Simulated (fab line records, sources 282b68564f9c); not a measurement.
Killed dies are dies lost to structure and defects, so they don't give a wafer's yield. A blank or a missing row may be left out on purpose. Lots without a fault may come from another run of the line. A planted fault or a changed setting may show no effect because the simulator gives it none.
A struck lot beside a sound one | flow rit_cmos | 27 steps out of a route of 202
Sound: wafers L344.1, L344.3, L344.6. Struck: wafers L338.2, L338.4, L338.5. The cause comes at the end.
At each step with rows: each side's tool, then ch and its chambers, then its first start. Under that, the readings that differ: sound wafers | struck wafers | difference of the means | sigmas: that difference in standard deviations of wafers without a fault.
alike: readings whose means differ by less than 2 such deviations, and words and numbers that are the same on both sides. not compared: withheld readings, readings that some wafer has no value for, bounds like >300 that may hide the same value, and numbers for which the record gives no deviation and whose values overlap.
The two part at a step that has a row with sigmas, a row that says differs or no value, or rows on one side only. Numbers that don't overlap but have no deviation are shown without sigmas and don't part them. A reading that every wafer of one side lacks parts them only if that side has two wafers or more.

first, 4 steps without rows for these wafers: RIT_CONTACT_SOFTBAKE_04 (time 60 s); RIT_CONTACT_EXPOSE_05 (exposes mask M11, target cd 1000 nm); RIT_CONTACT_PEB_06; RIT_CONTACT_DEVELOP_07 (develop time 120 s).
RIT_CONTACT_CD_MEAS_08: target cd 1000 nm.
  sound on cd_sem-02, day 8 04:07; struck on cd_sem-01, day 7 01:43
  reading    | sound                | struck            | difference | sigmas
  cd_nm (nm) | 1004.3 1003.6 1002.7 | 997.5 997.6 997.7 | -5.9       | -3
RIT_CONTACT_OVL_MEAS_09:
  sound on overlay-01, day 8 04:14; struck on overlay-02, day 7 01:50
  alike: CONTACT_OVL
then, 1 step without rows for these wafers: RIT_CONTACT_HARDBAKE_10 (time 60 s).
RIT_CONTACT_ETCH_11: etches SiO2 in CHF3/CF4/Ar, stops on TiSi2, target depth 480 nm, time 320 s.
  sound on rie_diel-04 ch 0,3, day 8 04:26; struck on rie_diel-03 ch 0,2,3, day 7 02:01
  alike: drypump_motor_current_A, oes_product_au, throttle_valve_pct
  not compared: rf_hours_counter_h
RIT_CONTACT_STRIP_12: strips in O2, time 175.2 s.
  sound on plasma_asher-03 ch 1, day 8 04:37; struck on plasma_asher-03 ch 0, day 7 02:12
  alike: drypump_motor_current_A
  not compared: rf_hours_counter_h
RIT_CONTACT_CD_MEAS_90: target cd 1000 nm.
  sound on cd_sem-02, day 8 04:48; struck on cd_sem-01, day 7 02:24
  reading    | sound                | struck            | difference | sigmas
  cd_nm (nm) | 1004.5 1003.0 1002.2 | 998.0 998.2 997.0 | -5.5       | -2
then, 2 steps without rows for these wafers: RIT_CONTACT_CLEAN_13 (cleans in SC1, time 600 s); RIT_CONTACT_CLEAN_14 (cleans in SC2, time 600 s).
RIT_M1_SPUTTER_00: material Al, target thk 400 nm, time 500 s.
  sound on pvd_sputter-04, day 8 05:26; struck on pvd_sputter-01, day 7 02:51
  reading                               | sound         | struck          | difference | sigmas
  model.Al_of_M1_SPUTTER_00.thk_nm (nm) | 403.1 403 403 | 360.2 371.1 372 | -35.3      |
  alike: throttle_valve_pct
RIT_M1_RS_MEAS_01: measures by four-point-probe.
  sound on film_metro-04, day 8 05:44; struck on film_metro-01, day 7 03:11
  reading           | sound                | struck               | difference | sigmas
  M1_AL_RS (ohm/sq) | 0.0730 0.0728 0.0728 | 0.0817 0.0793 0.0791 | +0.0072    | +8
RIT_M1_THK_MEAS_02: measures by xrf.
  sound on film_metro-04, day 8 05:51; struck on film_metro-01, day 7 03:18
  reading        | sound       | struck      | difference | sigmas
  M1_AL_THK (nm) | 392 394 392 | 350 361 360 | -36        | -7
then, 6 steps without rows for these wafers: RIT_M1_HMDS_03 (prime time 60 s); RIT_M1_COAT_04 (resist thk 1300 nm); RIT_M1_SOFTBAKE_05 (time 60 s); RIT_M1_EXPOSE_06 (exposes mask M12, target cd 2600 nm); RIT_M1_PEB_07; RIT_M1_DEVELOP_08 (develop time 68 s).
RIT_M1_CD_MEAS_09: target cd 2600 nm.
  sound on cd_sem-01, day 8 06:47; struck on cd_sem-01, day 7 04:31
  alike: cd_nm
RIT_M1_OVL_MEAS_10:
  sound on overlay-02, day 8 06:55; struck on overlay-01, day 7 04:37
  alike: M1_OVL
then, 1 step without rows for these wafers: RIT_M1_HARDBAKE_11 (time 120 s).
RIT_M1_METAL_ETCH_12: etches Al in Cl2/BCl3, stops on SiO2, time 165 s, target depth 600 nm.
  sound on rie_metal-01 ch 0, day 8 07:12; struck on rie_metal-03 ch 0,1, day 7 04:53
  reading                     | sound             | struck            | difference | sigmas
  drypump_motor_current_A (A) | 6.4 6.4 6.4       | 5.7 5.5 5.6       | -0.8       | -3
  oes_product_au (a.u.)       | 0.769 0.762 0.762 | 0.731 0.728 0.730 | -0.035     | -4
  alike: throttle_valve_pct
  not compared: rf_hours_counter_h
then, 1 step without rows for these wafers: RIT_M1_STRIP_13 (strips in nmp, time 600 s).
RIT_M1_PROBE_99:
  sound on prober-02, day 8 09:27; struck on prober-01, day 7 07:12
  reading                  | sound                   | struck                  | difference | sigmas
  model.etest.m1.rs_ohm_sq | 0.07188 0.07189 0.07216 | 0.08075 0.07816 0.07776 | +0.00691   |
  alike: defect_limited_yield, killed_at_contacts, killed_at_front_end, killed_dies, killed_open, killed_short, sort_bin_3_pad_short, sort_bin_5_function, sort_bin_6_memory, sort_n_pass, sort_yield_pct

WHERE THEY PART
First at RIT_CONTACT_CD_MEAS_08; last, within this record, at RIT_M1_METAL_ETCH_12. Later steps at which nothing parts them and some readings are alike: RIT_M1_PROBE_99.

WHY: what the simulator had put in
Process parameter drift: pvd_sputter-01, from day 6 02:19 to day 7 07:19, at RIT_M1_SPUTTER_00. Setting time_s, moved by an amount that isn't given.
